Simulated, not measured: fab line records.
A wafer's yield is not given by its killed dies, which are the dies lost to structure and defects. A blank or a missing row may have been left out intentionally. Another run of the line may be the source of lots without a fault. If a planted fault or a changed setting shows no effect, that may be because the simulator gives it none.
Split-lot trial    flow rit cmos    23 wafers read from 5 lots, route of 202 steps

## SPLIT DETAILS
At RIT_GATE_EXPOSE_13 (exposes mask M6, target cd 150 nm), the setting dose mj was moved away from the recipe's 380 on 10 of the 23 wafers read, by -6.6% to +6.8%. This setting was run at the recipe's value on the other wafers.

## FROM THE SPLIT TO THE READING: what the file shows between them, 2 steps
- RIT_GATE_PEB_14
- RIT_GATE_DEVELOP_15: develop time 51.63 s

## THE READING
Shown in nm: cd nm at RIT_GATE_CD_MEAS_16, with target cd 150 nm. A value of 149.9 nm with a standard deviation of 2.5 nm is what fault-free wafers of this fab line usually give.

wafer   tool, chamber at the split  dose mj as run  against the recipe  cd nm, nm  against lot-mates on the recipe
L074.1  iline stepper-02, 0         392.8           +3.4%               129.2      -19.0
L074.2  iline stepper-02, 0         392.8           +3.4%               130.3      -17.9
L074.3  iline stepper-02, 0         380             recipe              148.5      -
L074.4  iline stepper-02, 0         380             recipe              148.8      -
L074.6  iline stepper-02, 0         380             recipe              147.2      -
L076.1  iline stepper-02, 0         380             recipe              148.0      -
L076.2  iline stepper-02, 0         380             recipe              150.7      -
L076.4  iline stepper-02, 0         400.9           +5.5%               124.1      -25.2
L076.5  iline stepper-02, 0         400.9           +5.5%               122.5      -26.8
L076.6  iline stepper-02, 0         400.9           +5.5%               120.7      -28.6
L078.1  iline stepper-01, 0         380             recipe              149.4      -
L078.2  iline stepper-01, 0         380             recipe              149.0      -
L078.3  iline stepper-01, 0         380             recipe              152.1      -
L079.1  iline stepper-02, 0         380             recipe              145.5      -
L079.2  iline stepper-02, 0         405.9           +6.8%               111.8      -33.8
L079.4  iline stepper-02, 0         380             recipe              146.0      -
L079.5  iline stepper-02, 0         405.9           +6.8%               112.9      -32.7
L079.6  iline stepper-02, 0         380             recipe              145.2      -
L084.1  iline stepper-02, 0         354.8           -6.6%               187.5      +34.8
L084.2  iline stepper-02, 0         354.8           -6.6%               186.7      +33.9
L084.4  iline stepper-02, 0         380             recipe              152.4      -
L084.5  iline stepper-02, 0         380             recipe              153.1      -
L084.6  iline stepper-02, 0         354.8           -6.6%               190.2      +37.4

FIT RESULTS
A straight line over all 23 wafers: cd nm changes by -5.5 nm for each +1% of dose mj; r = -0.99; the points scatter about the line by 2.6 nm.
The same after taking each lot's own level away (the mean of its wafers on the recipe; 23 wafers): -5.12 nm for each +1%; r = -1.00; scatter 1.4 nm.
According to that fit, moving dose mj by its largest amount changes the reading by 35 nm.
Across the lots, their own levels run from 145.57 to 152.75 nm, a range of 2.9 times the standard deviation given above.
So the lot-to-lot level changes the slope little: the two slopes agree.
Check: for one of the wafers moved furthest among these (+6.8%), held out of the fit, the line's prediction against its lot-mates is -34.6 nm. Against them it came out at -33.8 nm.

## OTHER SPLITS ON THESE WAFERS
Other splits were also applied to these wafers ahead of the reading. Each is held against what the fit with the lots' levels taken away leaves over:
other split on the same wafers    wafers away from the commonest value  r with cd nm (lot level and that fit taken away)
RIT_ACTIVE_OXIDATION_01 temp c    15                                    +0.05
RIT_FOX1_OXIDATION_00 temp c      18                                    -0.19
RIT_NWELL_COAT_01 spin rpm        6                                     -0.14
RIT_NRETRO_COAT_01 resist thk nm  5                                     -0.04
RIT_NRETRO_IMPLANT_08 energy kev  6                                     +0.11
RIT_PRETRO_COAT_01 spin rpm       9                                     +0.23
RIT_PRETRO_IMPLANT_08 dose cm2    11                                    +0.41
RIT_GATE_OXIDATION_05 temp c      15                                    +0.18

## THE WHOLE CHAIN: every reading that the file lists as answering this split, in the file's order
step                 what it does          reading                                                      change (the file's fit)               r (the file's)
RIT_GATE_DEVELOP_15  develop time 51.63 s  GATE.cd nm (the simulator's own value, which no gauge read)  -5.1 nm for each +1% of the setting   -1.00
RIT_GATE_CD_MEAS_16  target cd 150 nm      cd nm                                                        -5.08 nm for each +1% of the setting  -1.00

## THE FILE'S OWN FIT
cd nm changes by -5.08 nm for each +1% of dose mj, r = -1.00.
